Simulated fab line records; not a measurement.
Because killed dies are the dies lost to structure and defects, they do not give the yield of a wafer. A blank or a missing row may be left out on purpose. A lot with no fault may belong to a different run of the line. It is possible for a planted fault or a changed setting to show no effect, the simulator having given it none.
Problem report in the 8D (eight disciplines) form, filled by code || flow berkeley-cmos170 || the parts of the form that need people (team, actions taken, sign-off) are left out

== 1. THE ISSUE ==
Mean of rf-fwd-power-W at UCB170_V2_ETCH_14: 612.2 W across 2 wafers in 2 lots; on wafers with no fault it is 698.3 W (standard deviation 2.1). Relative to the usual mean, that is a shift of -41 standard deviations.
The step: etches SiO2 in CHF3/CF4/Ar, stops on Al, target depth 1250 nm, time 291 s.
The first sign was on wafer L140.2 at day 11 22:36, on rie-diel-04. The record holds 42 wafers of 14 lots with a number at this step. Rule for "out" (also "out of limits"): further than 4 standard deviations from the usual mean. The rest of the wafers with a number are treated as sound.

== 2. WHAT IT IS, AND WHAT IT ISN'T ==
{"question": "which readings at this step", "is": "rf-fwd-power-W", "is not": "chamber-pressure-mTorr, drypump-motor-current-A, oes-product-au, throttle-valve-pct"}
{"question": "which lots", "is": "L140, L141", "is not": "L122, L123, L124, L125, L126, L127, L128, L129, L130, L134, L143, L144"}
{"question": "which wafers of those lots", "is": "L140.2, L141.2", "is not": "L140.3, L140.6, L141.4, L141.6"}
{"question": "read on which tools", "is": "rie-diel-04", "is not": "rie-diel-01, rie-diel-02"}
{"question": "when", "is": "from day 11 22:36", "is not": "up to then (32 sound wafers); but 8 sound wafers of L141, L143, L144 came after"}

== 3. WHAT RULES OUT EACH SUSPECT ==
Counting: any tool at a process step up to the reading remains a suspect provided it ran every lot that is out. Sound lots after the first of them don't rule it out here, since some wafers of a struck lot are sound.
- rie-diel-04 at UCB170_V2_ETCH_14 (etches SiO2 in CHF3/CF4/Ar, stops on Al, target depth 1250 nm, time 291 s): kept. Every lot that is out went through it, the first being L140 (day 11 22:36); the last sound lot it ran before that was L129 (day 9 20:14). Out on those wafers are its own readings of rf-fwd-power-W.
- At UCB170_V2_ETCH_14, inside rie-diel-04: chamber 1 took the wafers that are out, while their sound lot-mates went through chambers 0, 3.
The count leaves rie-diel-04 at UCB170_V2_ETCH_14.

== 4. THE CAUSE (what the simulator had put in) ==
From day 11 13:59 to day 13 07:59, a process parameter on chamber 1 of rie-diel-04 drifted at UCB170_V2_ETCH_14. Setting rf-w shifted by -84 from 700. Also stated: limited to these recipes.
The count eliminated every tool but this one.

== 5. SEQUENCE OF EFFECTS, ordered by route ==
Each row: a reading whose mean over the struck wafers that have a number lies more than 3 standard deviations from the usual. Only readings whose record carries a usual standard deviation are examined. hours: median over the lots of the time between each lot's start at the first step of this table that gives one and its start at this step. sigmas: the change, counted in usual standard deviations.
{"hours": 0, "step": "UCB170_V2_ETCH_14", "reading": "rf-fwd-power-W", "usual": "698.3 W", "on struck wafers": 612.2, "change": -86.1, "sigmas": -41}
{"hours": 0, "step": "UCB170_V2_STRIP_15", "reading": "strip-time-to-endpoint-s", "usual": "15.27 s", "on struck wafers": 15.58, "change": "+0.31", "sigmas": "+3.9"}
Process steps it contains:
- UCB170_V2_ETCH_14: etches SiO2 in CHF3/CF4/Ar, stops on Al, target depth 1250 nm, time 291 s.
- UCB170_V2_STRIP_15: strips in O2.

== 6. WHAT WOULD HAVE CAUGHT IT SOONER ==
In this record no reading fell out of limits until day 11 22:36, 9 hours after the fault had begun at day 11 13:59.
